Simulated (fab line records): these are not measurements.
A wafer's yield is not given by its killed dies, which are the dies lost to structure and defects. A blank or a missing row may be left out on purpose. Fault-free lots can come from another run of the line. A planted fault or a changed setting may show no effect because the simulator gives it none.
Code-filled problem report in 8D (eight disciplines) form / flow berkeley_cmos170 / the parts of the form that need people (team, actions taken, sign-off) are left out

1. WHAT IS WRONG
A mean of 88.2 s is read at UCB170_SPACER_ETCHBACK_03 for run_length_s, taken on 1 wafer of 1 lot, against 128.4 s (standard deviation 0.48) on wafers free of any fault. Measured from the usual mean, that is -84 standard deviations.
The step: etches SiO2 in CHF3/CF4/Ar, stops on Si, target depth 376 nm, time 100 s.
First observed at day 9 09:58: wafer L965.3, on rie_diel-04. The record holds 39 wafers of 13 lots with a number at this step. Rule for "out" (also "out of limits"): further than 4 standard deviations from the usual mean. The rest of the wafers with a number are treated as sound.

2. WHAT IT IS AND WHAT IT IS NOT
question=which readings at this step | is=run_length_s, oes_product_au | is not=chamber_pressure_mTorr, drypump_motor_current_A, throttle_valve_pct
question=which lots | is=L965 | is not=L954, L955, L957, L961, L962, L963, L966, L972, L973, L974, L976, L977
question=which wafers of those lots | is=L965.3 | is not=L965.2, L965.5
question=read on which tools | is=rie_diel-04 | is not=rie_diel-01, rie_diel-03
question=when | is=from day 9 09:58 | is not=up to then (23 sound wafers); but 15 sound wafers of L972, L973, L974, L976, L977 came after

3. THE SUSPECTS, EACH WITH WHAT RULES IT OUT
Counting: a tool at a process step up to the reading stays a suspect if it ran every lot that is out. Sound lots after the first of them don't rule it out here, since some wafers of a struck lot are sound.
- rie_diel-04 at UCB170_GATE_ETCH_14 (etches BARC in N2/H2): kept. It processed L965, the lot that is out, at day 9 00:49, and its most recent sound lot before then was L966 at day 9 00:15.
- plasma_asher-01 at UCB170_GATE_STRIP_16 (strips in O2): kept. It processed L965, the lot that is out, at day 9 00:54, and its most recent sound lot before then was L966 at day 9 00:20.
- rie_diel-04 at UCB170_SPACER_ETCHBACK_03 (etches SiO2 in CHF3/CF4/Ar, stops on Si, target depth 376 nm, time 100 s): kept. It processed L965, the lot that is out, at day 9 09:58, and its most recent sound lot before then was L962 at day 8 15:50. Its own oes_product_au, run_length_s readings are out on those wafers.
- The sound lot-mates ran in chamber 3 of rie_diel-04 at UCB170_GATE_ETCH_14, but the wafers that are out ran in chamber 2.
- The sound lot-mates ran in chamber 3 of rie_diel-04 at UCB170_SPACER_ETCHBACK_03, but the wafers that are out ran in chamber 2.
The count leaves rie_diel-04 at UCB170_GATE_ETCH_14, plasma_asher-01 at UCB170_GATE_STRIP_16, and rie_diel-04 at UCB170_SPACER_ETCHBACK_03.

4. THE CAUSE (what the simulator had put in)
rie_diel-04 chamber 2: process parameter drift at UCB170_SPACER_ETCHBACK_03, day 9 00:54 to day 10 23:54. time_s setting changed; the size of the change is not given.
After counting, 3 suspects remain, this tool included.

5. THE EFFECT CHAIN, in route order
Each row: a reading where the mean over the struck wafers with a number is more than 3 standard deviations away from the usual. Scope: only readings with a usual standard deviation given in the record; hours: median across lots of the time from each lot's start at the first step in this table that gives one to its start at this step; sigmas: change in usual standard deviations.
hours=0; step=UCB170_SPACER_ETCHBACK_03; reading=oes_product_au; usual=0.899 a.u.; on struck wafers=0.969; change=+0.070; sigmas=+4.7
hours=0; step=UCB170_SPACER_ETCHBACK_03; reading=run_length_s; usual=128.4 s; on struck wafers=88.2; change=-40.2; sigmas=-84
The process steps in it:
- UCB170_SPACER_ETCHBACK_03: etches SiO2 in CHF3/CF4/Ar, stops on Si, target depth 376 nm, time 100 s.

6. HOW IT WOULD HAVE BEEN CAUGHT EARLIER
In this record no reading fell out of limits until day 9 09:58, 9 hours after the fault had begun at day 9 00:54.
